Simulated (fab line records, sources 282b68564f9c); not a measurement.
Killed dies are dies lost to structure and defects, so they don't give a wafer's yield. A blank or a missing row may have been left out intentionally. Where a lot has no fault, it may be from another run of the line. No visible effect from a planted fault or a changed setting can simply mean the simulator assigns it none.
Which tool did it?	flow rit_cmos	14 lots with 42 wafers sampled at 2 steps, on a route of 202 steps

== WHAT THE GAUGES READ, wafer by wafer ==
RIT_ACTIVE_CD_MEAS_90: the cd target is 1400 nm.
lot	measured	on	cd_nm (nm)
L957	day 2 03:25	cd_sem-01	1399.2 1399.1 1399.5
L958	day 2 06:12	cd_sem-01	1401.0 1401.4 1400.6
L960	day 2 16:10	cd_sem-02	1398.6 1398.3 1399.0
L961	day 2 21:04	cd_sem-02	1398.5 1398.5 1395.7
L962	day 3 02:36	cd_sem-01	1398.2 1395.8 1398.8
L963	day 3 07:09	cd_sem-01	1400.1 1400.0 1399.2
L966	day 3 22:47	cd_sem-01	1399.5 1399.5 1400.3
L968	day 4 08:10	cd_sem-01	1400.7 1399.4 1397.5
L970	day 4 18:08	cd_sem-02	1397.8 1396.6 1397.8
L971	day 4 23:07	cd_sem-01	- - -
L972	day 5 04:08	cd_sem-02	- - -
L974	day 5 15:33	cd_sem-02	1400.5 1402.8 1399.2
L977	day 6 05:10	cd_sem-02	1400.2 1400.8 1398.7
L978	day 6 10:09	cd_sem-01	1398.3 1396.2 1397.4

== WHICH TOOL RAN EACH LOT (tool, then ch and the chambers of the sampled wafers, then the start) ==
lot	RIT_ACTIVE_CVD_03
L957	lpcvd-01 ch 1, day 1 23:47
L958	lpcvd-02 ch 1, day 2 03:07
L960	lpcvd-01 ch 0, day 2 13:07
L961	lpcvd-01 ch 1, day 2 18:07
L962	lpcvd-01 ch 1, day 2 23:31
L963	lpcvd-01 ch 0, day 3 04:07
L966	lpcvd-01 ch 1, day 3 19:34
L968	lpcvd-01 ch 1, day 4 05:07
L970	lpcvd-01 ch 1, day 4 15:07
L971	lpcvd-02 ch 0, day 4 20:07
L972	lpcvd-01 ch 0, day 5 01:07
L974	lpcvd-01 ch 1, day 5 12:22
L977	lpcvd-01 ch 0, day 6 02:07
L978	lpcvd-02 ch 0, day 6 07:07
- RIT_ACTIVE_CVD_03: deposits Si3N4 from SiH2Cl2/NH3, target thk 150 nm, time 1500 s.

== AS READ BY THE TOOLS THEMSELVES (means over the sampled wafers that have a number; for cases with no such wafer, the mark the record gives instead) ==
RIT_ACTIVE_CVD_03.
lot	tool	nh3_flow_sccm (sccm)	pressure_mtorr (mTorr)	zone_power_centre_pct (%)
L957	lpcvd-01	150.2	299.9	34.1
L958	lpcvd-02	149.4	299.7	41.4
L960	lpcvd-01	149.9	300.0	36.7
L961	lpcvd-01	150.0	299.7	33.9
L962	lpcvd-01	149.5	300.1	33.9
L963	lpcvd-01	150.2	299.4	37.0
L966	lpcvd-01	149.9	299.6	34.0
L968	lpcvd-01	149.8	300.2	34.2
L970	lpcvd-01	149.7	300.9	34.0
L971	lpcvd-02	-	-	-
L972	lpcvd-01	-	-	-
L974	lpcvd-01	149.6	300.6	34.3
L977	lpcvd-01	150.1	300.2	36.9
L978	lpcvd-02	150.2	300.2	34.5

== THE ANSWER, worked out from the rows above alone ==
Rule: the usual values come from the lots themselves. The widest of any qualifying gaps counts: lots, ordered by their means at a reading, are off when they make up no more than a third of the lots, leave a main group of 4 or more, and stand apart from it by 3 or more times the standard deviation of that group's means. If all means in a main group match to the digits the tables above print for the reading, that group is not used. Also off: a lot with no number at a reading for which 4 or more lots have one. All remaining lots with rows at the step are treated as sound. The gauges are gone through in route order, then the tools' own readings, and for those a lot's mean is taken as printed above. At the first step where some lot is off, the reading lying furthest off is the one used; lots without a number count as furthest.
Off: L971, L972, at RIT_ACTIVE_CD_MEAS_90 (cd_nm). Without a number there: L971, L972. For the main group the mean is 1399.0 nm and the standard deviation 1.3.
If a tool, at a process step before that reading, ran all the lots that are off and no sound lot after the first of them, it fits. The gauges at RIT_ACTIVE_CD_MEAS_90 aren't tried: what is off there is off at RIT_ACTIVE_CVD_03 too, on other tools, and a gauge's error can't cause that. Not one of the candidates tried fits.

== WHAT THE SIMULATOR PUT IN ==
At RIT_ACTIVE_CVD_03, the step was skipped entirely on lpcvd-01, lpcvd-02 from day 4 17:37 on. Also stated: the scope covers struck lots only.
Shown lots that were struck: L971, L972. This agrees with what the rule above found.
